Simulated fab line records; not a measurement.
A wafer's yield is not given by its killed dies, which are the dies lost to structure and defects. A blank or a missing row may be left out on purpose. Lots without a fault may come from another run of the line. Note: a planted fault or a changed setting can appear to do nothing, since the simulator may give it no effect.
Which of the tools did it? | flow berkeleyCmos170 | 42 wafers from 14 lots sampled at 2 of the route's 331 steps

WHAT THE GAUGES READ, wafer by wafer
UCB170_NWELL_OVL_MEAS_12. Usual: NWELL_OVL typically reads -1 nm, with standard deviation 6.3.
lot  | measured    | on         | NWELL_OVL (nm) | flag
L669 | day 2 15:57 | overlay-01 | 3 -1 -8        | 
L667 | day 2 16:48 | overlay-02 | 4 -6 -1        | 
L670 | day 3 02:49 | overlay-02 | 10 13 14       | 
L671 | day 3 03:01 | overlay-01 | 3 3 3          | 
L672 | day 3 07:33 | overlay-02 | -2 -9 3        | 
L673 | day 3 07:47 | overlay-01 | 0 -1 -5        | 
L674 | day 3 13:58 | overlay-02 | 10 8 9         | 
L676 | day 4 02:34 | overlay-02 | -8 -7 -5       | 
L678 | day 4 14:25 | overlay-01 | -10 -19 -17    | 
L680 | day 4 19:35 | overlay-01 | 3 -10 2        | 
L681 | day 5 03:43 | overlay-02 | 1 5 -3         | 
L685 | day 5 21:23 | overlay-02 | 3 -5 -3        | 
L689 | day 6 23:40 | overlay-01 | -5 2 -5        | 
L690 | day 7 10:35 | overlay-01 | -1 2 -4        | 

UCB170_ACTIVE_CD_MEAS_90: the cd target is 1200 nm. Usual: 1199.6 nm for cdNm, sd 1.7.
lot  | measured    | on       | cdNm (nm)            | flag
L669 | day 4 12:34 | cdSem-02 | 1199.3 1200.6 1200.1 | 
L667 | day 4 12:14 | cdSem-01 | 1199.2 1199.2 1200.7 | 
L670 | day 5 06:31 | cdSem-02 | 1200.9 1200.9 1201.1 | 
L671 | day 5 01:28 | cdSem-01 | 1200.0 1200.5 1201.7 | 
L672 | day 5 01:43 | cdSem-01 | 1200.3 1199.4 1201.5 | 
L673 | day 5 07:05 | cdSem-01 | 1197.6 1198.7 1198.8 | 
L674 | day 5 07:23 | cdSem-02 | 1202.0 1202.7 1202.2 | 
L676 | day 6 04:46 | cdSem-02 | 1199.5 1199.9 1202.0 | 
L678 | day 6 13:31 | cdSem-02 | 1199.2 1199.1 1198.8 | 
L680 | day 6 21:01 | cdSem-01 | 1198.3 1198.3 1197.2 | 
L681 | day 7 07:16 | cdSem-01 | 1202.6 1200.8 1201.1 | 
L685 | day 8 02:23 | cdSem-01 | 1199.6 1199.6 1200.9 | 
L689 | day 9 04:41 | cdSem-02 | 1198.9 1199.8 1199.8 | 
L690 | day 9 13:07 | cdSem-02 | 1201.4 1200.3 1201.9 | 

WHAT TOOL EACH LOT RAN ON (gives the tool, then ch and the chambers of the sampled wafers, and finally the start)
The record shows no process step preceding these readings.

WHAT THE TOOLS THEMSELVES READ (means of the sampled wafers that have a number; where no wafer has one, the mark that the record gives instead)
The record holds no such reading with a usual standard deviation.

THE ANSWER, worked out from the rows above alone
Rule: a lot is off if the mean of its wafers that have a number lies more than 3 standard deviations from the usual mean. A lot without any number at a reading at which 4 lots or more have one is off too. Where the step has rows for the other lots, those lots are counted as sound. The gauges are gone through in route order, then the tools' own readings, and for those a lot's mean is taken as printed above. The first step at which some lot is off is used, and at that step the reading that is off furthest; a lot without a number counts as furthest.
No lot is off at any reading shown: from this, nothing can be told.

WHAT THE SIMULATOR HAD INSERTED
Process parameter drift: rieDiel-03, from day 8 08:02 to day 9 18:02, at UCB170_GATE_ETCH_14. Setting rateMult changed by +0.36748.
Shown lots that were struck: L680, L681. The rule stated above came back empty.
